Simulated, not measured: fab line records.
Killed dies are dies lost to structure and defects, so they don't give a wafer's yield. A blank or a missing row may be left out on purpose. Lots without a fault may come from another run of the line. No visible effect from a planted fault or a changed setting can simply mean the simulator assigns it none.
Problem report in the 8D (eight disciplines) form, filled by code ; flow rit cmos ; the parts of the form that need people (team, actions taken, sign-off) are left out

## 1. WHAT WENT WRONG
Mean of run length s at RIT_SPACER_ETCHBACK_05: 250.6 s over 2 wafers from 1 lot, against 268.2 s (standard deviation 0.41) on wafers with no fault. That puts it -43 standard deviations away from the usual mean.
The step: etches Si3N4 in SF6/CHF3, stops on SiO2, target depth 250 nm, time 240 s.
First seen on wafer L441.1, day 5 05:14, on rie diel-04. The record has a number at this step for 39 wafers belonging to 13 lots. Rule for "out" (also "out of limits"): further than 4 standard deviations from the usual mean. The rest of the wafers with a number are treated as sound.

## 2. WHAT THIS IS AND IS NOT
question;is;is not
which readings at this step;run length s, oes product au;drypump motor current A, throttle valve pct
which lots;L441;L431, L432, L434, L435, L436, L445, L447, L449, L451, L452, L453, L454
which wafers of those lots;L441.1, L441.5;L441.2
read on which tools;rie diel-04;rie diel-01, rie diel-02
when;from day 5 05:14;"up to then (16 sound wafers); but 21 sound wafers of L445, L447, L449, L451, L452, L453, L454 came after"

## 3. WHAT RULES OUT EACH SUSPECT
Counting: a tool at a process step up to the reading stays a suspect if it ran every lot that is out. Sound lots after the first of them don't rule it out here, since some wafers of a struck lot are sound.
- rie diel-04 at RIT_SPACER_ETCHBACK_05 (etches Si3N4 in SF6/CHF3, stops on SiO2, target depth 250 nm, time 240 s): kept. It ran the lot that is out, L441 (day 5 05:14); its last sound lot up to then is L435 (day 3 23:47). Out on those wafers are its own readings of oes product au, run length s.
- The sound lot-mates ran in chamber 0 of rie diel-04 at RIT_SPACER_ETCHBACK_05, but the wafers that are out ran in chamber 2.
After counting, what remains is rie diel-04 at RIT_SPACER_ETCHBACK_05.

## 4. THE CAUSE (what the simulator had put in)
rie diel-04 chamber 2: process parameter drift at RIT_SPACER_ETCHBACK_05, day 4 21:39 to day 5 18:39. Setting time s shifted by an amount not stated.
The count eliminated every tool but this one.

## 5. SEQUENCE OF EFFECTS, ordered by route
Each row: a reading where the mean over the struck wafers with a number is more than 3 standard deviations away from the usual. Only readings whose record carries a usual standard deviation are examined. hours: median over the lots of the time between each lot's start at the first step of this table that gives one and its start at this step. sigmas: the change, counted in usual standard deviations.
hours;step;reading;usual;on struck wafers;change;sigmas
0;RIT_SPACER_ETCHBACK_05;oes product au;0.827 a.u.;0.915;+0.088;+11
0;RIT_SPACER_ETCHBACK_05;run length s;268.2 s;250.6;-17.6;-43
Its process steps:
- RIT_SPACER_ETCHBACK_05: etches Si3N4 in SF6/CHF3, stops on SiO2, target depth 250 nm, time 240 s.

## 6. HOW IT WOULD HAVE BEEN CAUGHT EARLIER
In this record no reading fell out of limits until day 5 05:14, 8 hours after the fault had begun at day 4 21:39.
